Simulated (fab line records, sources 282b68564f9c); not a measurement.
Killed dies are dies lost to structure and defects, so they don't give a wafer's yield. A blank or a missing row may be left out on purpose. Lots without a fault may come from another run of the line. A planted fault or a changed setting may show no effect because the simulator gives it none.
Split-lot experiment | flow rit_cmos | 5 lots, 23 wafers read, on a route of 202 steps

THE SPLIT
At RIT_PRETRO_IMPLANT_08, the setting dose_cm2 was moved away from the recipe's 1.2e+13 on 9 of the 23 wafers read, by -7.2% to +6.9%. The other wafers ran this setting at the recipe's value.

FROM THE SPLIT TO THE READING: what the file shows between them, 1 step
- RIT_PRETRO_STRIP_09: strips in O2, time 180 s

THE READING
PRETRO_TW, at RIT_PRETRO_TW_MEAS_10. Fault-free wafers of this fab line usually give 478.6, standard deviation 2.8.

wafer  | tool, chamber at the split | dose_cm2 as run | against the recipe | PRETRO_TW | against lot-mates on the recipe
L075.1 | implanter-02, 0            | 1.2e+13         | recipe             | 478.2     | -
L075.2 | implanter-02, 0            | 1.283e+13       | +6.9%              | 488.2     | +9.6
L075.3 | implanter-02, 0            | 1.283e+13       | +6.9%              | 488.8     | +10.2
L075.4 | implanter-02, 0            | 1.2e+13         | recipe             | 479.1     | -
L075.6 | implanter-02, 0            | 1.283e+13       | +6.9%              | 485.8     | +7.2
L076.1 | implanter-03, 0            | 1.143e+13       | -4.7%              | 468.8     | -6.1
L076.2 | implanter-03, 0            | 1.2e+13         | recipe             | 474.0     | -
L076.4 | implanter-03, 0            | 1.2e+13         | recipe             | 476.2     | -
L076.5 | implanter-03, 0            | 1.143e+13       | -4.7%              | 469.2     | -5.7
L076.6 | implanter-03, 0            | 1.2e+13         | recipe             | 474.4     | -
L083.1 | implanter-03, 0            | 1.2e+13         | recipe             | 477.2     | -
L083.4 | implanter-03, 0            | 1.2e+13         | recipe             | 475.2     | -
L083.6 | implanter-03, 0            | 1.2e+13         | recipe             | 474.8     | -
L084.1 | implanter-02, 0            | 1.114e+13       | -7.2%              | 465.8     | -12.5
L084.2 | implanter-02, 0            | 1.2e+13         | recipe             | 477.4     | -
L084.4 | implanter-02, 0            | 1.114e+13       | -7.2%              | 466.4     | -11.9
L084.5 | implanter-02, 0            | 1.2e+13         | recipe             | 478.3     | -
L084.6 | implanter-02, 0            | 1.2e+13         | recipe             | 479.3     | -
L085.1 | implanter-02, 0            | 1.2e+13         | recipe             | 477.8     | -
L085.2 | implanter-02, 0            | 1.266e+13       | +5.5%              | 486.0     | +6.8
L085.3 | implanter-02, 0            | 1.2e+13         | recipe             | 479.3     | -
L085.4 | implanter-02, 0            | 1.2e+13         | recipe             | 480.5     | -
L085.6 | implanter-02, 0            | 1.266e+13       | +5.5%              | 485.1     | +5.9

THE FIT
A straight line over all 23 wafers: PRETRO_TW changes by +1.55 for each +1% of dose_cm2; r = +0.96; the points scatter about the line by 1.7.
The same after taking each lot's own level away (the mean of its wafers on the recipe; 23 wafers): +1.39 for each +1%; r = +0.98; scatter 1.2.
On that fit, the largest move of dose_cm2 shifts the reading by 10.
The lots' own levels span 474.87 to 479.20, that is 1.5 times the standard deviation above.
So the lot-to-lot level changes the slope: the two fits differ.
Check: with one of the wafers moved furthest among these (-7.2%) left out of the fit, the line predicts -9.72 for it against its lot-mates. It came out at -12.5 against them.

OTHER SPLITS ON THESE WAFERS
These wafers also went through other splits before the reading. Each is held against what the fit with the lots' levels taken away leaves over:
other split on the same wafers       | wafers away from the commonest value | r with PRETRO_TW (lot level and that fit taken away)
RIT_ACTIVE_OXIDATION_01 ox_time_s    | 18                                   | -0.12
RIT_ACTIVE_SOFTBAKE_07 temp_c        | 10                                   | +0.20
RIT_ACTIVE_DEVELOP_10 develop_time_s | 7                                    | -0.09
RIT_NWELL_COAT_01 spin_rpm           | 11                                   | +0.30
RIT_NWELL_HARDBAKE_07 temp_c         | 7                                    | -0.06
RIT_PWELL_COAT_01 spin_rpm           | 8                                    | -0.14
RIT_PWELL_IMPLANT_08 energy_kev      | 8                                    | +0.44
RIT_NRETRO_COAT_01 resist_thk_nm     | 7                                    | -0.40
RIT_NRETRO_IMPLANT_08 energy_kev     | 4                                    | +0.25

THE FILE'S OWN FIT
PRETRO_TW changes by +1.4 for each +1% of dose_cm2, r = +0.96.
